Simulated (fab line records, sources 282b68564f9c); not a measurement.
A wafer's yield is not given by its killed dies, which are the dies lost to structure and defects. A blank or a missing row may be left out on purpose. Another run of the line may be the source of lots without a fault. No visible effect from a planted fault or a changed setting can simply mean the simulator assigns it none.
fab line records    flow rit-cmos
record lots=11  wafers=33  last-day=7
route steps=202 shown SILICIDE@162
lots that met no fault: taken from a fault-free run of the same line
start-h: hours from the record's opening day to when the first of the lot's shown wafers began    wait-h: how many hours have passed since the lot's step before this one    " repeats the value in the row above    L1.1+2: a single row standing in for several wafers    - no value, or no start given    * or withheld: withheld    < > ~ a bound
route shown NAME@n: a module of which the file shows steps, and the number in the route of the first    usual: average and standard deviation across the fault-free wafers    same: alike in all rows    chamber/n: place in a boat    sites: readings site by site    _std_site: standard deviation of those values    _edge_site: outer sites' mean less inner sites'    radius-mm: for every site, how far away it sits from the centre of the wafer    mask NAME#n: copy n    behind: the last tool/chamber to shape the wafer    hold: what put the lot on hold/how long, in hours/how the hold closed    device: the transistor (n, p or np) that didn't switch    end of line: the route-end tests of the same wafers    a step with no rows: only its recipe    killed: count of dies lost to structure and defects at first sort (not the wafer's yield)    map: dies across one wafer; x = killed, . = not, _ = none there
set.NAME: the run value of the setting; set.NAME@STEP: its run value at that earlier step    model.NAME: the simulator's own value behind a step, which no gauge read
route steps across a sampled set of lots; one table per step, one row per wafer
services: a tool's chamber out of use, with start hour (start-h, from the record's first day; less than 0 if before it), hours out, and reason
## steps
# step RIT_SILICIDE_SPUTTER_01
# recipe material=Ti  target-thk-nm=30  power-w=350  chamber-pressure-pa=0.667  gas=Ar  time-s=240  substrate-temp-c=25
# usual throttle-valve-pct=30.2/0.96
lot.wafer  tool            chamber  start-h  wait-h  throttle-valve-pct
L800.2     pvd-sputter-02  -        56.21    0.0     30.2
L800.3     "               -        "        "       29.0
L800.6     "               -        "        "       31.9
L801.3     pvd-sputter-01  -        62.04    0.0     29.9
L801.4     "               -        "        "       30.0
L801.5     "               -        "        "       30.9
L802.1     pvd-sputter-03  -        69.62    0.0     30.7
L802.3     "               -        "        "       30.2
L802.4     "               -        "        "       30.0
L803.2     pvd-sputter-01  -        74.35    0.0     31.4
L803.3     "               -        "        "       30.8
L803.4     "               -        "        "       29.9
L811.3     pvd-sputter-01  -        106.69   0.0     29.8
L811.5     "               -        "        "       30.0
L811.6     "               -        "        "       30.7
L813.1     pvd-sputter-01  -        116.69   0.0     29.7
L813.2     "               -        "        "       29.8
L813.6     "               -        "        "       31.0
L814.1     pvd-sputter-03  -        119.12   0.0     30.0
L814.2     "               -        "        "       29.9
L814.3     "               -        "        "       30.6
L816.1     pvd-sputter-02  -        131.63   0.0     31.8
L816.2     "               -        "        "       30.3
L816.5     "               -        "        "       28.4
L818.1     pvd-sputter-02  -        141.25   0.0     28.6
L818.3     "               -        "        "       28.4
L818.6     "               -        "        "       28.7
L820.1     pvd-sputter-02  -        150.51   0.0     31.4
L820.3     "               -        "        "       30.2
L820.6     "               -        "        "       30.5
L822.2     pvd-sputter-02  -        159.82   0.0     30.6
L822.5     "               -        "        "       30.2
L822.6     "               -        "        "       28.9
# step RIT_SILICIDE_RS_MEAS_02
# recipe thk-meas-gauge=four-point-probe  reads=Ti_of_SILICIDE_SPUTTER_01
# usual SILICIDE_TI_RS=47.9/0.79
lot.wafer  tool           chamber  start-h  wait-h  SILICIDE_TI_RS[ohm/sq]
L800.2     film-metro-02  -        56.38    0.1     47.2
L800.3     "              -        "        "       48.5
L800.6     "              -        "        "       47.7
L801.3     film-metro-04  -        62.23    0.1     46.4
L801.4     "              -        "        "       46.9
L801.5     "              -        "        "       47.0
L802.1     film-metro-01  -        69.77    0.1     48.9
L802.3     "              -        "        "       48.4
L802.4     "              -        "        "       47.5
L803.2     film-metro-02  -        74.52    0.1     47.6
L803.3     "              -        "        "       47.0
L803.4     "              -        "        "       47.2
L811.3     film-metro-02  -        106.88   0.1     34.8
L811.5     "              -        "        "       48.7
L811.6     "              -        "        "       48.4
L813.1     film-metro-04  -        116.84   0.1     34.2
L813.2     "              -        "        "       47.5
L813.6     "              -        "        "       47.2
L814.1     film-metro-04  -        119.27   0.1     47.9
L814.2     "              -        "        "       48.1
L814.3     "              -        "        "       48.4
L816.1     film-metro-04  -        131.78   0.1     48.3
L816.2     "              -        "        "       47.4
L816.5     "              -        "        "       47.1
L818.1     film-metro-01  -        141.40   0.1     49.7
L818.3     "              -        "        "       48.0
L818.6     "              -        "        "       48.1
L820.1     film-metro-04  -        150.66   0.1     48.4
L820.3     "              -        "        "       47.9
L820.6     "              -        "        "       47.2
L822.2     film-metro-04  -        159.99   0.1     47.5
L822.5     "              -        "        "       47.9
L822.6     "              -        "        "       49.0
# step RIT_SILICIDE_THK_MEAS_03
# recipe thk-meas-gauge=xrf  reads=Ti_of_SILICIDE_SPUTTER_01
# usual SILICIDE_TI_THK=29.8/0.42
lot.wafer  tool           chamber  start-h  wait-h  SILICIDE_TI_THK[nm]
L800.2     film-metro-02  -        56.49    0.1     30.4
L800.3     "              -        "        "       29.9
L800.6     "              -        "        "       30.1
L801.3     film-metro-04  -        62.33    0.1     30.6
L801.4     "              -        "        "       30.2
L801.5     "              -        "        "       30.2
L802.1     film-metro-01  -        69.89    0.1     29.2
L802.3     "              -        "        "       29.4
L802.4     "              -        "        "       30.0
L803.2     film-metro-02  -        74.63    0.1     30.1
L803.3     "              -        "        "       30.5
L803.4     "              -        "        "       30.4
L811.3     film-metro-02  -        106.98   0.1     38.8
L811.5     "              -        "        "       29.6
L811.6     "              -        "        "       29.8
L813.1     film-metro-04  -        116.96   0.1     38.7
L813.2     "              -        "        "       29.8
L813.6     "              -        "        "       30.0
L814.1     film-metro-04  -        119.39   0.1     29.6
L814.2     "              -        "        "       29.5
L814.3     "              -        "        "       29.2
L816.1     film-metro-04  -        131.90   0.1     29.6
L816.2     "              -        "        "       30.0
L816.5     "              -        "        "       30.2
L818.1     film-metro-01  -        141.52   0.1     28.8
L818.3     "              -        "        "       29.6
L818.6     "              -        "        "       29.5
L820.1     film-metro-04  -        150.78   0.1     29.4
L820.3     "              -        "        "       29.8
L820.6     "              -        "        "       29.9
L822.2     film-metro-04  -        160.10   0.1     29.8
L822.5     "              -        "        "       29.7
L822.6     "              -        "        "       29.1
## services
tool            chamber  start-h  hours  kind
pvd-sputter-02  -        60.30    2.8    repair
pvd-sputter-02  -        73.40    5.4    repair
## key
first-sign step=RIT_SILICIDE_RS_MEAS_02  reading=SILICIDE_TI_RS  direction=down  sigmas=17  usual=47.9  struck=34.5
effect step=RIT_SILICIDE_THK_MEAS_03  reading=SILICIDE_TI_THK  direction=up  sigmas=21  usual=29.8  struck=38.7
met-at RIT_SILICIDE_SPUTTER_01
struck-lots L811,L813
struck-wafers L811.3,L813.1
tester-left-out L811,L813
onset-between 62.04 106.69
fault kind=process-parameter-drift  tool=pvd-sputter-01  chamber=-  onset-h=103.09  steps=RIT_SILICIDE_SPUTTER_01  channel=target-thk-nm  offset=8.9973  shape=step  end-h=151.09  stated=30  scope=struck-wafers-only
# tester-left-out: of these lots the tester's yield and bins aren't shown, on N5 and GAA mostly nor the transistor test; their killed dies are dies lost to structure and defects alone, not to doping, threshold or leakage, so they don't give the yield
